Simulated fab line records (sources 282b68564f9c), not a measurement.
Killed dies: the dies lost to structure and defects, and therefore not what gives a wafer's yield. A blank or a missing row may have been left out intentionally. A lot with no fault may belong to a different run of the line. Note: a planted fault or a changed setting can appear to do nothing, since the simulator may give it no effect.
fab line records	flow ritCmos
record lots=15	wafers=45	lastDay=7
route steps=202 shown ACTIVE@2 NWELL@34 PWELL@52 GATE@96 M1@202
lots that met no fault: from a run of the same line without faults
startH: the number of hours between the record's first day and the start of the first shown wafer of the lot	waitH: hours since the lot's step before	" repeats the value in the row above	L1.1+2: several wafers, shown together as one row	- no value present, or no start provided	* or withheld: withheld	< > ~ a bound
route shown NAME@n: NAME is a module with steps in the file, n the number in the route of the first one	usual: mean and standard deviation over wafers with no fault	same: alike in all rows	chamber/n: place in a boat	sites: per-site readings	_std_site: standard deviation across them	_edge_site: mean of outer sites minus mean of inner sites	radiusMm: how far each site lies from the wafer's centre	mask NAME#n: copy n	behind: the tool/chamber that last shaped the wafer	hold: the reason the lot was held/the length of the hold in hours/how it ended	device: names the non-switching transistor (n, p or np)	end of line: the route-end tests of the same wafers	for a step that has no rows: nothing shown but its recipe	killed: the dies lost at the first sort to structure and to defects; this is not the yield of the wafer	map: dies across one wafer; x = killed, . = not, _ = none there
set.NAME: the setting that was run; set.NAME@STEP: the one run at that earlier step	model.NAME: the simulator's own value behind a step, which no gauge read
a sample of lots followed through the steps of the route, with each step as a table and each wafer as a row
services: when a tool's chamber went out of use (startH, in hours from the record's first day, below 0 if earlier), for how many hours, and the reason
## steps
# step RIT_ACTIVE_OXIDATION_01
# recipe tempC=1000	ambient=O2	targetThkA=468	oxTimeS=3360
# usual oxTempC=1000.0/0.44	oxTempCMax=1006.8/2.6	oxTimeS=3360/0
lot.wafer	tool	chamber	startH	waitH	oxTempC	oxTempCMax	oxTimeS
L831.2	furnace-01	0	10.86	0.8	1000.0	1002.7	3360
L831.4	"	0	"	"	1000.8	1004.1	3360
L831.5	"	0	"	"	1000.5	1003.2	3360
L832.1	furnace-02	0	15.12	0.1	1000.8	1007.5	3360
L832.4	"	0	"	"	999.8	1005.8	3360
L832.6	"	0	"	"	1000.2	1006.8	3360
L833.1	furnace-03	0	20.12	0.1	999.7	1008.3	3360
L833.3	"	0	"	"	1000.3	1009.9	3360
L833.5	"	0	"	"	998.7	1006.4	3360
L836.1	furnace-03	0	35.13	0.1	999.3	1007.3	1512
L836.2	"	0	"	"	1000.0	1007.9	1512
L836.6	"	0	"	"	1000.3	1009.1	1512
L837.4	furnace-03	0	40.12	0.0	1000.9	1012.3	1512
L837.5	"	0	"	"	1000.3	1009.7	1512
L837.6	"	0	"	"	1000.5	1008.5	1512
L839.2	furnace-03	0	50.66	0.6	999.3	1007.6	1512
L839.5	"	0	"	"	1000.1	1007.5	1512
L839.6	"	0	"	"	999.2	1007.1	1512
L845.1	furnace-02	0	80.30	0.3	999.6	1006.0	3360
L845.3	"	0	"	"	1000.0	1006.4	3360
L845.4	"	0	"	"	1000.3	1006.5	3360
L846.1	furnace-02	0	85.29	0.3	1000.3	1005.7	3360
L846.2	"	0	"	"	999.6	1004.4	3360
L846.5	"	0	"	"	999.6	1005.7	3360
L847.1	furnace-02	0	90.12	0.1	999.6	1005.6	3360
L847.3	"	0	"	"	999.9	1005.0	3360
L847.4	"	0	"	"	1000.2	1006.3	3360
L848.2	furnace-01	0	95.12	0.1	1000.0	1002.7	3360
L848.4	"	0	"	"	999.8	1004.1	3360
L848.5	"	0	"	"	999.9	1003.4	3360
L850.2	furnace-02	0	105.12	0.1	999.8	1006.7	3360
L850.3	"	0	"	"	999.1	1005.7	3360
L850.4	"	0	"	"	999.5	1005.6	3360
L851.2	furnace-03	0	110.12	0.1	1000.7	1011.1	3360
L851.3	"	0	"	"	1000.2	1010.0	3360
L851.5	"	0	"	"	1000.2	1009.7	3360
L852.2	furnace-03	0	115.19	0.2	999.9	1011.5	3360
L852.5	"	0	"	"	1000.3	1008.9	3360
L852.6	"	0	"	"	999.8	1008.0	3360
L853.1	furnace-02	0	120.55	0.5	1000.4	1006.3	3360
L853.2	"	0	"	"	1000.3	1006.4	3360
L853.6	"	0	"	"	1000.3	1007.0	3360
L854.2	furnace-03	0	127.25	2.2	1000.0	1009.2	3360
L854.3	"	0	"	"	999.7	1008.7	3360
L854.4	"	0	"	"	1000.0	1009.7	3360
# step RIT_ACTIVE_THK_MEAS_02
# recipe reads=SiO2_of_ACTIVE_OXIDATION_01
# usual ACTIVE_OXIDE_THK=47.2/1
lot.wafer	tool	chamber	startH	waitH	ACTIVE_OXIDE_THK[nm]
L831.2	filmMetro-02	-	12.80	0.0	47.6
L831.4	"	-	"	"	47.5
L831.5	"	-	"	"	47.1
L832.1	filmMetro-03	-	17.05	0.0	46.4
L832.4	"	-	"	"	46.6
L832.6	"	-	"	"	47.0
L833.1	filmMetro-04	-	22.05	0.0	45.6
L833.3	"	-	"	"	46.3
L833.5	"	-	"	"	46.6
L836.1	filmMetro-04	-	37.06	0.0	30.9
L836.2	"	-	"	"	29.1
L836.6	"	-	"	"	29.5
L837.4	filmMetro-04	-	42.08	0.0	29.5
L837.5	"	-	"	"	29.5
L837.6	"	-	"	"	29.3
L839.2	filmMetro-04	-	52.60	0.0	29.9
L839.5	"	-	"	"	29.5
L839.6	"	-	"	"	29.9
L845.1	filmMetro-03	-	82.23	0.0	46.8
L845.3	"	-	"	"	46.6
L845.4	"	-	"	"	47.0
L846.1	filmMetro-04	-	87.22	0.0	48.0
L846.2	"	-	"	"	47.8
L846.5	"	-	"	"	48.9
L847.1	filmMetro-04	-	92.05	0.0	47.1
L847.3	"	-	"	"	46.6
L847.4	"	-	"	"	47.7
L848.2	filmMetro-02	-	97.06	0.0	46.5
L848.4	"	-	"	"	47.2
L848.5	"	-	"	"	48.1
L850.2	filmMetro-02	-	107.06	0.0	48.6
L850.3	"	-	"	"	48.8
L850.4	"	-	"	"	48.5
L851.2	filmMetro-03	-	112.06	0.0	45.5
L851.3	"	-	"	"	45.4
L851.5	"	-	"	"	45.4
L852.2	filmMetro-02	-	117.14	0.0	47.7
L852.5	"	-	"	"	46.6
L852.6	"	-	"	"	46.6
L853.1	filmMetro-03	-	122.49	0.0	48.5
L853.2	"	-	"	"	47.8
L853.6	"	-	"	"	47.1
L854.2	filmMetro-03	-	129.19	0.0	45.7
L854.3	"	-	"	"	46.5
L854.4	"	-	"	"	46.4
# step RIT_NWELL_OVL_MEAS_06
# usual NWELL_OVL=0.5/1.4
lot.wafer	tool	chamber	startH	waitH	NWELL_OVL[nm]
L831.2	overlay-01	-	21.30	-	-1.6
L831.4	"	-	"	"	-2.6
L831.5	"	-	"	"	0.4
L832.1	overlay-02	-	26.44	-	-2.1
L832.4	"	-	"	"	0.3
L832.6	"	-	"	"	1.0
L833.1	overlay-01	-	32.56	-	1.7
L833.3	"	-	"	"	2.7
L833.5	"	-	"	"	2.5
L836.1	overlay-01	-	47.27	-	-0.7
L836.2	"	-	"	"	-0.2
L836.6	"	-	"	"	1.0
L837.4	overlay-01	-	51.39	-	2.1
L837.5	"	-	"	"	2.0
L837.6	"	-	"	"	2.9
L839.2	overlay-02	-	63.51	-	0.5
L839.5	"	-	"	"	-0.6
L839.6	"	-	"	"	-0.7
L845.1	overlay-01	-	91.89	-	-1.2
L845.3	"	-	"	"	0.1
L845.4	"	-	"	"	1.4
L846.1	overlay-01	-	95.46	-	-0.4
L846.2	"	-	"	"	0.2
L846.5	"	-	"	"	0.6
L847.1	overlay-02	-	102.45	-	1.7
L847.3	"	-	"	"	1.0
L847.4	"	-	"	"	0.5
L848.2	overlay-01	-	108.22	-	-0.4
L848.4	"	-	"	"	-0.6
L848.5	"	-	"	"	-0.1
L850.2	overlay-02	-	119.82	-	-0.7
L850.3	"	-	"	"	-1.1
L850.4	"	-	"	"	-1.4
L851.2	overlay-02	-	121.01	-	0.0
L851.3	"	-	"	"	-0.3
L851.5	"	-	"	"	-2.1
L852.2	overlay-02	-	126.17	-	1.2
L852.5	"	-	"	"	-1.0
L852.6	"	-	"	"	-0.8
L853.1	overlay-02	-	131.62	-	-1.0
L853.2	"	-	"	"	1.0
L853.6	"	-	"	"	-0.9
L854.2	overlay-02	-	138.76	-	1.9
L854.3	"	-	"	"	0.0
L854.4	"	-	"	"	1.1
# step RIT_WELLDRIVE_RS_MEAS_02
# recipe thkMeasGauge=four-point-probe
# usual PWELL_RS=429.6/1.2
lot.wafer	tool	chamber	startH	waitH	PWELL_RS[ohm/sq]
L831.2	filmMetro-01	-	28.74	0.1	430.2
L831.4	"	-	"	"	430.1
L831.5	"	-	"	"	431.8
L832.1	filmMetro-03	-	33.87	0.1	430.2
L832.4	"	-	"	"	430.2
L832.6	"	-	"	"	430.3
L833.1	filmMetro-03	-	41.77	0.1	429.0
L833.3	"	-	"	"	429.6
L833.5	"	-	"	"	430.7
L836.1	filmMetro-01	-	54.81	0.1	429.8
L836.2	"	-	"	"	428.2
L836.6	"	-	"	"	429.6
L837.4	filmMetro-02	-	58.98	0.1	429.2
L837.5	"	-	"	"	429.1
L837.6	"	-	"	"	428.8
L839.2	filmMetro-02	-	73.34	0.1	429.0
L839.5	"	-	"	"	428.8
L839.6	"	-	"	"	428.7
L845.1	filmMetro-03	-	99.31	0.1	428.4
L845.3	"	-	"	"	428.5
L845.4	"	-	"	"	428.7
L846.1	filmMetro-01	-	104.13	0.1	430.1
L846.2	"	-	"	"	429.3
L846.5	"	-	"	"	430.2
L847.1	filmMetro-03	-	110.00	0.1	429.5
L847.3	"	-	"	"	428.8
L847.4	"	-	"	"	429.2
L848.2	filmMetro-01	-	115.78	0.1	428.9
L848.4	"	-	"	"	429.9
L848.5	"	-	"	"	430.1
L850.2	filmMetro-01	-	127.39	0.1	433.0
L850.3	"	-	"	"	432.7
L850.4	"	-	"	"	433.2
L851.2	filmMetro-02	-	128.57	0.1	428.6
L851.3	"	-	"	"	428.9
L851.5	"	-	"	"	428.9
L852.2	filmMetro-01	-	133.73	0.1	428.8
L852.5	"	-	"	"	429.2
L852.6	"	-	"	"	428.2
L853.1	filmMetro-02	-	139.04	0.1	428.4
L853.2	"	-	"	"	429.7
L853.6	"	-	"	"	429.5
L854.2	filmMetro-01	-	147.17	0.1	431.1
L854.3	"	-	"	"	430.6
L854.4	"	-	"	"	432.1
# step RIT_GATE_STRIP_20
# recipe chemistry=O2	timeS=180	resist=NOVOLAK	platenTempC=withheld	powerW=500	pressureMtorr=4000	o2FlowSccm=4000
# usual drypumpMotorCurrentA=5.6/0.4	rfReflPowerW=6.4/1.6
lot.wafer	tool	chamber	startH	waitH	drypumpMotorCurrentA	rfHoursCounterH	rfReflPowerW
L831.2	plasmaAsher-01	1	37.82	0.1	5.8	41	4.5
L831.4	"	0	"	"	5.9	-	8.9
L831.5	"	1	"	"	5.8	-	4.7
L832.1	plasmaAsher-01	1	42.15	0.1	5.8	41	4.6
L832.4	"	0	"	"	5.9	-	8.9
L832.6	"	1	"	"	5.8	-	4.5
L833.1	plasmaAsher-02	0	53.67	0.1	5.6	40	4.4
L833.3	"	0	"	"	5.6	-	4.6
L833.5	"	1	"	"	4.9	-	6.7
L836.1	plasmaAsher-04	0	64.87	0.1	6.1	27	5.5
L836.2	"	1	"	"	5.3	27	7.4
L836.6	"	0	"	"	6.1	-	6.0
L837.4	plasmaAsher-01	0	69.10	0.1	5.9	-	8.7
L837.5	"	1	"	"	5.8	-	4.8
L837.6	"	0	"	"	5.9	-	8.8
L839.2	plasmaAsher-02	0	82.07	0.1	5.6	43	4.4
L839.5	"	1	"	"	4.9	-	6.7
L839.6	"	0	"	"	5.6	-	4.5
L845.1	plasmaAsher-02	1	110.78	0.1	4.9	45	6.5
L845.3	"	0	"	"	5.6	-	4.6
L845.4	"	1	"	"	4.9	-	6.4
L846.1	plasmaAsher-02	1	112.92	0.1	4.9	46	6.7
L846.2	"	0	"	"	5.6	46	4.3
L846.5	"	0	"	"	5.6	-	4.6
L847.1	plasmaAsher-02	1	119.02	0.1	4.9	47	6.7
L847.3	"	0	"	"	5.6	-	4.6
L847.4	"	1	"	"	4.9	-	6.6
L848.2	plasmaAsher-04	1	124.33	0.1	5.3	34	7.7
L848.4	"	1	"	"	5.3	-	7.8
L848.5	"	0	"	"	6.1	-	5.6
L850.2	plasmaAsher-02	1	136.68	0.1	4.9	48	6.6
L850.3	"	1	"	"	4.9	-	6.6
L850.4	"	0	"	"	5.6	-	4.5
L851.2	plasmaAsher-04	1	137.13	0.1	5.3	36	7.7
L851.3	"	0	"	"	6.1	-	5.9
L851.5	"	1	"	"	5.3	-	7.7
L852.2	plasmaAsher-04	1	148.14	0.1	5.2	37	7.7
L852.5	"	0	"	"	6.1	-	5.7
L852.6	"	1	"	"	5.2	-	7.8
L853.1	plasmaAsher-02	0	148.42	0.1	5.6	49	4.4
L853.2	"	1	"	"	4.9	49	6.7
L853.6	"	0	"	"	5.6	-	4.4
L854.2	plasmaAsher-01	1	156.34	0.1	5.8	5	4.6
L854.3	"	0	"	"	5.9	-	8.7
L854.4	"	1	"	"	5.9	-	4.8
# step RIT_M1_PROBE_99
# usual killedAtContacts=0.0/0.22	killedAtFrontEnd=7/3.1	killedDies=7/3.1	killedOpen=3.5/2	killedShort=3.3/2
# same grossDies=264	killed_at_M0_to_M3=0	killed_at_M4_up=0	killedAtBackSide=0	killedAtOther=0
lot.wafer	tool	chamber	startH	waitH	killedAtContacts	killedAtFrontEnd	killedDies	killedOpen	killedShort
L831.2	prober-02	-	60.72	0.1	0	14	14	9	5
L831.4	prober-02	-	60.82	0.2	0	5	5	2	3
L831.5	prober-02	-	60.87	0.2	0	6	6	4	2
L832.1	prober-01	-	63.36	0.1	0	9	9	4	5
L832.4	prober-01	-	63.51	0.2	0	5	5	3	2
L832.6	prober-01	-	63.61	0.2	0	8	8	6	2
L833.1	prober-02	-	74.34	0.1	0	6	6	2	4
L833.3	prober-02	-	74.44	0.2	0	5	5	2	3
L833.5	prober-02	-	74.54	0.2	0	5	5	3	2
L836.1	prober-01	-	86.39	0.1	1	4	5	2	3
L836.2	prober-01	-	86.44	0.1	1	7	8	4	4
L836.6	prober-01	-	86.64	0.2	1	0	1	1	0
L837.4	prober-02	-	89.36	0.2	0	8	8	2	6
L837.5	prober-02	-	89.41	0.2	0	6	6	1	5
L837.6	prober-02	-	89.46	0.2	0	4	4	1	3
L839.2	prober-02	-	103.47	0.1	0	4	4	3	1
L839.5	prober-02	-	103.62	0.2	0	8	8	4	4
L839.6	prober-02	-	103.67	0.2	0	4	4	2	2
L845.1	prober-02	-	130.60	0.1	0	7	7	5	2
L845.3	prober-02	-	130.70	0.2	0	2	2	2	0
L845.4	prober-02	-	130.75	0.2	0	3	3	2	1
L846.1	prober-01	-	133.35	0.1	0	7	7	5	2
L846.2	prober-01	-	133.40	0.1	0	7	7	6	1
L846.5	prober-01	-	133.55	0.2	0	6	6	3	3
L847.1	prober-02	-	139.08	0.1	0	7	7	5	2
L847.3	prober-02	-	139.18	0.2	0	7	7	4	3
L847.4	prober-02	-	139.23	0.2	0	13	13	4	9
L848.2	prober-01	-	146.04	0.1	0	10	10	7	3
L848.4	prober-01	-	146.14	0.2	0	3	3	2	1
L848.5	prober-01	-	146.19	0.2	0	7	7	3	4
L850.2	prober-01	-	156.64	0.1	0	5	5	2	3
L850.3	prober-01	-	156.69	0.2	0	5	5	1	4
L850.4	prober-01	-	156.74	0.2	0	7	7	3	4
L851.2	prober-02	-	159.04	0.1	0	6	6	3	3
L851.3	prober-02	-	159.09	0.2	0	3	3	2	1
L851.5	prober-02	-	159.19	0.2	0	4	4	2	2
L852.2	prober-01	-	169.82	0.1	0	5	5	1	4
L852.5	prober-01	-	169.97	0.2	0	3	3	1	2
L852.6	prober-01	-	170.02	0.2	0	1	1	0	1
L853.1	prober-02	-	170.96	0.1	0	7	7	4	3
L853.2	prober-02	-	171.01	0.1	0	6	6	5	1
L853.6	prober-02	-	171.21	0.2	0	8	8	5	3
L854.2	prober-01	-	176.27	0.1	0	7	7	2	5
L854.3	prober-01	-	176.32	0.2	0	13	13	9	4
L854.4	prober-01	-	176.37	0.2	0	5	5	3	2
# killed by level:class
L831.2 FOX1:geometricParticle:short=3 FOX1:geometricParticle:open=2 GATE:geometricParticle:open=2 SILICIDE:geometricParticle:open=2 FOX2:geometricParticle:open=1 REOX:geometricParticle:open=1 REOX:geometricParticle:short=1 SPACER:geometricParticle:open=1
L831.4 FOX1:geometricParticle:open=1 GATE:geometricParticle:short=1 REOX:geometricParticle:short=1 SPACER:geometricParticle:open=1 SILICIDE:geometricParticle:short=1
L831.5 FOX2:geometricParticle:open=2 FOX1:geometricParticle:open=1 GATE:geometricParticle:short=1 REOX:geometricParticle:open=1 REOX:geometricParticle:short=1
L832.1 FOX2:geometricParticle:short=2 GATE:geometricParticle:short=2 GATE:geometricParticle:open=2 FOX1:geometricParticle:open=1 SPACER:geometricParticle:short=1 SPACER:geometricParticle:open=1
L832.4 SPACER:geometricParticle:open=2 FOX1:geometricParticle:short=1 GATE:geometricParticle:short=1 GATE:geometricParticle:open=1
L832.6 GATE:geometricParticle:open=3 SPACER:geometricParticle:open=2 FOX2:geometricParticle:open=1 GATE:geometricParticle:short=1 SPACER:geometricParticle:short=1
L833.1 SPACER:geometricParticle:open=2 FOX1:geometricParticle:short=1 FOX2:geometricParticle:short=1 GATE:geometricParticle:short=1 SPACER:geometricParticle:short=1
L833.3 GATE:geometricParticle:short=3 GATE:geometricParticle:open=1 REOX:geometricParticle:open=1
L833.5 GATE:geometricParticle:open=2 REOX:geometricParticle:open=1 REOX:geometricParticle:short=1 SPACER:geometricParticle:short=1
L836.1 FOX1:geometricParticle:short=1 GATE:geometricParticle:open=1 GATE:geometricParticle:short=1 REOX:geometricParticle:open=1 CONTACT:geometricParticle:short=1
L836.2 GATE:geometricParticle:open=2 GATE:geometricParticle:short=2 FOX2:geometricParticle:open=1 FOX2:geometricParticle:short=1 REOX:geometricParticle:short=1 CONTACT:geometricParticle:open=1
L836.6 CONTACT:geometricParticle:open=1
L837.4 REOX:geometricParticle:short=4 FOX2:geometricParticle:short=1 GATE:geometricParticle:open=1 REOX:geometricParticle:open=1 SPACER:geometricParticle:short=1
L837.5 GATE:geometricParticle:short=2 SPACER:geometricParticle:short=2 FOX1:geometricParticle:short=1 FOX1:geometricParticle:open=1
L837.6 SPACER:geometricParticle:short=2 FOX2:geometricParticle:short=1 SPACER:geometricParticle:open=1
L839.2 GATE:geometricParticle:open=1 REOX:geometricParticle:short=1 REOX:geometricParticle:open=1 SPACER:geometricParticle:open=1
L839.5 GATE:geometricParticle:short=2 GATE:geometricParticle:open=2 FOX2:geometricParticle:short=1 REOX:geometricParticle:short=1 REOX:geometricParticle:open=1 SILICIDE:geometricParticle:open=1
L839.6 FOX1:geometricParticle:short=1 GATE:geometricParticle:open=1 SPACER:geometricParticle:open=1 SPACER:geometricParticle:short=1
L845.1 GATE:geometricParticle:open=4 FOX2:geometricParticle:open=1 GATE:geometricParticle:short=1 REOX:geometricParticle:short=1
L845.3 GATE:geometricParticle:open=1 SPACER:geometricParticle:open=1
L845.4 FOX1:geometricParticle:open=1 FOX1:geometricParticle:short=1 GATE:geometricParticle:open=1
L846.1 ACTIVE:geometricParticle:open=1 FOX1:geometricParticle:open=1 FOX2:geometricParticle:open=1 GATE:geometricParticle:short=1 REOX:geometricParticle:short=1 REOX:geometricParticle:open=1 SPACER:geometricParticle:open=1
L846.2 GATE:geometricParticle:open=3 SILICIDE:geometricParticle:open=2 FOX1:geometricParticle:open=1 SPACER:geometricParticle:short=1
L846.5 FOX2:geometricParticle:short=2 FOX2:geometricParticle:open=1 GATE:geometricParticle:open=1 GATE:geometricParticle:short=1 REOX:geometricParticle:open=1
L847.1 FOX1:geometricParticle:open=2 SPACER:geometricParticle:open=2 FOX1:geometricParticle:short=1 GATE:geometricParticle:open=1 GATE:geometricParticle:short=1
L847.3 FOX1:geometricParticle:short=1 FOX1:geometricParticle:open=1 GATE:geometricParticle:open=1 GATE:geometricParticle:short=1 REOX:geometricParticle:open=1 SPACER:geometricParticle:short=1 SPACER:geometricParticle:open=1
L847.4 GATE:geometricParticle:short=5 GATE:geometricParticle:open=3 FOX1:geometricParticle:short=2 FOX1:geometricParticle:open=1 REOX:geometricParticle:short=1 SILICIDE:geometricParticle:short=1
L848.2 GATE:geometricParticle:open=4 GATE:geometricParticle:short=2 FOX2:geometricParticle:open=1 REOX:geometricParticle:open=1 SPACER:geometricParticle:open=1 SILICIDE:geometricParticle:short=1
L848.4 GATE:geometricParticle:open=2 GATE:geometricParticle:short=1
L848.5 FOX1:geometricParticle:short=2 GATE:geometricParticle:open=2 GATE:geometricParticle:short=2 REOX:geometricParticle:open=1
L850.2 GATE:geometricParticle:open=2 ACTIVE:geometricParticle:short=1 REOX:geometricParticle:short=1 SPACER:geometricParticle:short=1
L850.3 GATE:geometricParticle:short=2 REOX:geometricParticle:short=1 SILICIDE:geometricParticle:short=1 SILICIDE:geometricParticle:open=1
L850.4 GATE:geometricParticle:open=3 SILICIDE:geometricParticle:short=2 FOX2:geometricParticle:short=1 REOX:geometricParticle:short=1
L851.2 GATE:geometricParticle:open=3 GATE:geometricParticle:short=2 FOX1:geometricParticle:short=1
L851.3 FOX1:geometricParticle:short=1 FOX2:geometricParticle:open=1 REOX:geometricParticle:open=1
L851.5 FOX1:geometricParticle:short=2 GATE:geometricParticle:open=1 SPACER:geometricParticle:open=1
L852.2 GATE:geometricParticle:short=3 GATE:geometricParticle:open=1 SPACER:geometricParticle:short=1
L852.5 GATE:geometricParticle:short=1 SPACER:geometricParticle:short=1 SPACER:geometricParticle:open=1
L852.6 FOX1:geometricParticle:short=1
L853.1 GATE:geometricParticle:open=3 FOX1:geometricParticle:short=2 FOX1:geometricParticle:open=1 SILICIDE:geometricParticle:short=1
L853.2 GATE:geometricParticle:open=2 FOX2:geometricParticle:open=1 GATE:geometricParticle:short=1 REOX:geometricParticle:open=1 SILICIDE:geometricParticle:open=1
L853.6 REOX:geometricParticle:open=2 SILICIDE:geometricParticle:open=2 FOX2:geometricParticle:short=1 REOX:geometricParticle:short=1 SPACER:geometricParticle:short=1 SPACER:geometricParticle:open=1
L854.2 FOX1:geometricParticle:short=4 GATE:geometricParticle:short=1 REOX:geometricParticle:open=1 SPACER:geometricParticle:open=1
L854.3 GATE:geometricParticle:open=5 GATE:geometricParticle:short=3 REOX:geometricParticle:open=2 FOX1:geometricParticle:open=1 FOX1:geometricParticle:short=1 SPACER:geometricParticle:open=1
L854.4 FOX1:geometricParticle:short=2 GATE:geometricParticle:open=2 SPACER:geometricParticle:open=1
## services
tool	chamber	startH	hours	kind
furnace-03	-	4.57	4.1	pm
furnace-02	-	62.14	2.9	pm
furnace-02	-	65.08	3.3	pm
plasmaAsher-02	-	75.76	0.5	repair
plasmaAsher-01	-	81.88	3.2	repair
furnace-01	-	102.05	4.2	pm
plasmaAsher-01	-	108.75	9.0	pm
plasmaAsher-01	0	108.75	9.0	ventCycle
plasmaAsher-01	1	108.75	9.0	ventCycle
plasmaAsher-01	-	110.76	0.7	repair
plasmaAsher-01	0	117.75	-	clean
plasmaAsher-01	1	117.75	-	clean
plasmaAsher-02	-	124.14	9.8	repair
furnace-03	-	138.92	4.0	pm
## key
firstSign step=RIT_ACTIVE_OXIDATION_01	reading=oxTimeS	direction=down	sigmas=99+	usual=*	struck=*
effect step=RIT_ACTIVE_THK_MEAS_02	reading=ACTIVE_OXIDE_THK	direction=down	sigmas=17	usual=47.2	struck=29.7
metAt RIT_ACTIVE_OXIDATION_01
struckLots L836,L837,L839
testerLeftOut L836,L837,L839
notActingAt RIT_NWELL_OVL_MEAS_06,RIT_WELLDRIVE_RS_MEAS_02,RIT_GATE_STRIP_20
onsetBetween 20.12 35.13
fault kind=processParameterDrift	tool=furnace-03	chamber=-	onsetH=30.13	steps=RIT_ACTIVE_OXIDATION_01	channel=oxTimeS	offset=*	shape=step	endH=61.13	actsIn=*	stated=*
# testerLeftOut: of these lots the tester's yield and bins aren't shown, on N5 and GAA mostly nor the transistor test; their killed dies are dies lost to structure and defects alone, not to doping, threshold or leakage, so they don't give the yield
